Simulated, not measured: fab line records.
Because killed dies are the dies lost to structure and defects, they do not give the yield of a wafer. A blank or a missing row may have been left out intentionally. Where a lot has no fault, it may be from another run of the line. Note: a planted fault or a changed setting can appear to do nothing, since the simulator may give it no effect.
Problem report, 8D (eight disciplines) form, completed by code / flow rit cmos / the parts of the form that need people (team, actions taken, sign-off) are left out

1. PROBLEM STATEMENT
Wafers without a fault read 6, standard deviation 3.1; killed at front end at RIT_M1_PROBE_99 reads a mean of 93 on 6 wafers belonging to 2 lots. That is +28 standard deviations from the usual mean.
Earliest sighting: wafer L242.1 on prober-01 at day 5 04:35. Wafers with a number at this step in the record: 42, from 14 lots. Rule for "out", or "out of limits": more than 4 standard deviations from the usual mean. All remaining wafers that have a number are taken as sound.

2. WHAT IT IS, WHAT IT ISN'T
question=which readings at this step | is=killed at front end, killed dies, killed on rim | is not=killed short
question=which lots | is=L242, L244 | is not=L235, L236, L237, L238, L247, L249, L250, L251, L252, L254, L256, L257
question=which wafers of those lots | is=all that have a number | is not=-
question=read on which tools | is=prober-01 | is not=prober-02
question=when | is=from day 5 04:35 | is not=up to then (12 sound wafers); but 24 sound wafers of L247, L249, L250, L251, L252, L254, L256, L257 came after

3. WHAT RULES OUT EACH SUSPECT
Counting: a tool stays on the suspect list if, at a process step up to the reading, it processed all lots that are out and no sound lot following the first of them.
- furnace-01 at RIT_ACTIVE_OXIDATION_01 (target thk 46.8 nm, ox time 3360 s): kept. It ran every lot that is out, first L242 (day 2 21:32), and no sound lot after that; its last sound lot up to then is L235 (day 1 11:20).
- plasma asher-03 at RIT_CONTACT_STRIP_12 (strips in O2, time 180 s): ruled out as a lasting fault. After its first lot that is out, L242 (day 4 23:50), sound lots L251, L256, L257 ran on it.
- prober-01 at RIT_M1_PROBE_99: ruled out as a lasting fault. After its first lot that is out, L242 (day 5 04:35), sound lots L250, L252, L254, L256 ran on it.
Remaining after the count: furnace-01 at RIT_ACTIVE_OXIDATION_01.

4. THE CAUSE (what the simulator had put in)
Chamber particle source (furnace-01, RIT_ACTIVE_OXIDATION_01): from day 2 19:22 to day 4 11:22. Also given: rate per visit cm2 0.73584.
Counting left only this tool.

5. THE EFFECT CHAIN, in route order
Each row: a reading whose mean over the struck wafers that have a number lies more than 3 standard deviations from the usual. Readings are gone through only where the record gives a usual standard deviation; hours: the median, over the lots, of the time from a lot's start at the first step in this table giving one to that lot's start at this step; sigmas: the change measured in usual standard deviations.
hours=0; step=RIT_M1_PROBE_99; reading=killed at front end; usual=6; on struck wafers=93; change=+87; sigmas=+28
hours=0; step=RIT_M1_PROBE_99; reading=killed dies; usual=6; on struck wafers=93; change=+87; sigmas=+28
hours=0; step=RIT_M1_PROBE_99; reading=killed on rim; usual=1.6; on struck wafers=25.7; change=+24.1; sigmas=+17
The process steps in it:
- RIT_M1_PROBE_99

6. HOW IT WOULD HAVE BEEN CAUGHT EARLIER
The fault began at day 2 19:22; the first out-of-limits reading in this record came at day 5 04:35, 57 hours later.
Of the tool readings at RIT_ACTIVE_OXIDATION_01 for which the record gives a usual standard deviation, none was out on any struck wafer, so an alarm limit of 4 standard deviations on them would not have fired.
All the lots that are out (2) had begun RIT_ACTIVE_OXIDATION_01 on furnace-01 by day 5 04:35. A hold on the tool at that time would have spared none of them.
